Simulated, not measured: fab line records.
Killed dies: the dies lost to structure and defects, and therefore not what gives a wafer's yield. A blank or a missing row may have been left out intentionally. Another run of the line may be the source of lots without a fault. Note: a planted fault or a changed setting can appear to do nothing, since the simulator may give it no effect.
Split-lot study / flow berkeleyCmos170 / 5 lots, 23 wafers read, on a route of 331 steps

== ON THE SPLIT ==
At UCB170_M1_COAT_04 (resist thk 900 nm), the setting resistThkNm was moved away from the recipe's 900 nm on 9 of the 23 wafers read, by -2.0% to +5.7%. The other wafers ran this setting at the recipe's value.

The reading comes from the split's own step.

== THE READING ==
KrF_of_M1_COAT_04.thkNm (the simulator's own value, which no gauge read), in nm, at UCB170_M1_COAT_04 (resist thk 900 nm). There is no usual value for it anywhere in the file. Here, 14 wafers ran the recipe; their average is 901.0 nm with a standard deviation of 2.4 nm.

wafer=L074.1; tool, chamber at the split=lithoTrack-04, 0; resistThkNm as run, nm=928.6; against the recipe=+3.2%; KrF_of_M1_COAT_04.thkNm, nm=926; against lot-mates on the recipe=+26.9
wafer=L074.2; tool, chamber at the split=lithoTrack-04, 0; resistThkNm as run, nm=900; against the recipe=recipe; KrF_of_M1_COAT_04.thkNm, nm=899; against lot-mates on the recipe=-
wafer=L074.3; tool, chamber at the split=lithoTrack-04, 0; resistThkNm as run, nm=900; against the recipe=recipe; KrF_of_M1_COAT_04.thkNm, nm=899.5; against lot-mates on the recipe=-
wafer=L074.5; tool, chamber at the split=lithoTrack-04, 0; resistThkNm as run, nm=928.6; against the recipe=+3.2%; KrF_of_M1_COAT_04.thkNm, nm=928.8; against lot-mates on the recipe=+29.7
wafer=L074.6; tool, chamber at the split=lithoTrack-04, 0; resistThkNm as run, nm=900; against the recipe=recipe; KrF_of_M1_COAT_04.thkNm, nm=898.9; against lot-mates on the recipe=-
wafer=L076.1; tool, chamber at the split=lithoTrack-02, 0; resistThkNm as run, nm=900; against the recipe=recipe; KrF_of_M1_COAT_04.thkNm, nm=905.2; against lot-mates on the recipe=-
wafer=L076.3; tool, chamber at the split=lithoTrack-02, 0; resistThkNm as run, nm=900; against the recipe=recipe; KrF_of_M1_COAT_04.thkNm, nm=903.9; against lot-mates on the recipe=-
wafer=L076.4; tool, chamber at the split=lithoTrack-02, 0; resistThkNm as run, nm=900; against the recipe=recipe; KrF_of_M1_COAT_04.thkNm, nm=902.3; against lot-mates on the recipe=-
wafer=L081.1; tool, chamber at the split=lithoTrack-03, 0; resistThkNm as run, nm=881.7; against the recipe=-2.0%; KrF_of_M1_COAT_04.thkNm, nm=883.1; against lot-mates on the recipe=-20.4
wafer=L081.2; tool, chamber at the split=lithoTrack-03, 0; resistThkNm as run, nm=900; against the recipe=recipe; KrF_of_M1_COAT_04.thkNm, nm=904.6; against lot-mates on the recipe=-
wafer=L081.3; tool, chamber at the split=lithoTrack-03, 0; resistThkNm as run, nm=881.7; against the recipe=-2.0%; KrF_of_M1_COAT_04.thkNm, nm=882; against lot-mates on the recipe=-21.5
wafer=L081.5; tool, chamber at the split=lithoTrack-03, 0; resistThkNm as run, nm=900; against the recipe=recipe; KrF_of_M1_COAT_04.thkNm, nm=902.4; against lot-mates on the recipe=-
wafer=L081.6; tool, chamber at the split=lithoTrack-03, 0; resistThkNm as run, nm=881.7; against the recipe=-2.0%; KrF_of_M1_COAT_04.thkNm, nm=882.4; against lot-mates on the recipe=-21.1
wafer=L083.1; tool, chamber at the split=lithoTrack-02, 0; resistThkNm as run, nm=900; against the recipe=recipe; KrF_of_M1_COAT_04.thkNm, nm=901; against lot-mates on the recipe=-
wafer=L083.3; tool, chamber at the split=lithoTrack-02, 0; resistThkNm as run, nm=900; against the recipe=recipe; KrF_of_M1_COAT_04.thkNm, nm=900; against lot-mates on the recipe=-
wafer=L083.4; tool, chamber at the split=lithoTrack-02, 0; resistThkNm as run, nm=923.3; against the recipe=+2.6%; KrF_of_M1_COAT_04.thkNm, nm=926.4; against lot-mates on the recipe=+25.4
wafer=L083.5; tool, chamber at the split=lithoTrack-02, 0; resistThkNm as run, nm=900; against the recipe=recipe; KrF_of_M1_COAT_04.thkNm, nm=901.9; against lot-mates on the recipe=-
wafer=L083.6; tool, chamber at the split=lithoTrack-02, 0; resistThkNm as run, nm=923.3; against the recipe=+2.6%; KrF_of_M1_COAT_04.thkNm, nm=922.4; against lot-mates on the recipe=+21.4
wafer=L084.1; tool, chamber at the split=lithoTrack-04, 0; resistThkNm as run, nm=900; against the recipe=recipe; KrF_of_M1_COAT_04.thkNm, nm=900.8; against lot-mates on the recipe=-
wafer=L084.2; tool, chamber at the split=lithoTrack-04, 0; resistThkNm as run, nm=951.5; against the recipe=+5.7%; KrF_of_M1_COAT_04.thkNm, nm=951.2; against lot-mates on the recipe=+52.7
wafer=L084.4; tool, chamber at the split=lithoTrack-04, 0; resistThkNm as run, nm=900; against the recipe=recipe; KrF_of_M1_COAT_04.thkNm, nm=897.2; against lot-mates on the recipe=-
wafer=L084.5; tool, chamber at the split=lithoTrack-04, 0; resistThkNm as run, nm=951.5; against the recipe=+5.7%; KrF_of_M1_COAT_04.thkNm, nm=950.4; against lot-mates on the recipe=+51.9
wafer=L084.6; tool, chamber at the split=lithoTrack-04, 0; resistThkNm as run, nm=900; against the recipe=recipe; KrF_of_M1_COAT_04.thkNm, nm=897.4; against lot-mates on the recipe=-

THE FIT
A straight line over all 23 wafers: KrF_of_M1_COAT_04.thkNm changes by +8.74 nm for each +1% of resistThkNm; r = +0.99; the points scatter about the line by 2.2 nm.
The same after taking each lot's own level away (the mean of its wafers on the recipe; 23 wafers): +9.3 nm for each +1%; r = +1.00; scatter 1.4 nm.
That fit puts the effect of the largest move of resistThkNm on the reading at 53 nm.
The lots' own levels span 898.47 to 903.80 nm, that is 2.2 times the standard deviation above.
The two slopes agree, so the slope changes little with the lot-to-lot level.
Check: for one of the wafers moved furthest among these (+5.7%), held out of the fit, the line's prediction against its lot-mates is +52.7 nm. It came out at +52.7 nm against them.

== OTHER SPLITS APPLIED TO THESE WAFERS ==
Note: prior to the reading, these wafers also went through further splits. Each is held against what the fit with the lots' levels taken away leaves over:
other split on the same wafers=UCB170_CONTACT_CVD_01 o2FlowSccm; wafers away from the commonest value=10; r with KrF_of_M1_COAT_04.thkNm (lot level and that fit taken away)=+0.21

== FILE'S OWN FIT ==
KrF_of_M1_COAT_04.thkNm changes by +9.18 nm for each +1% of resistThkNm, r = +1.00.
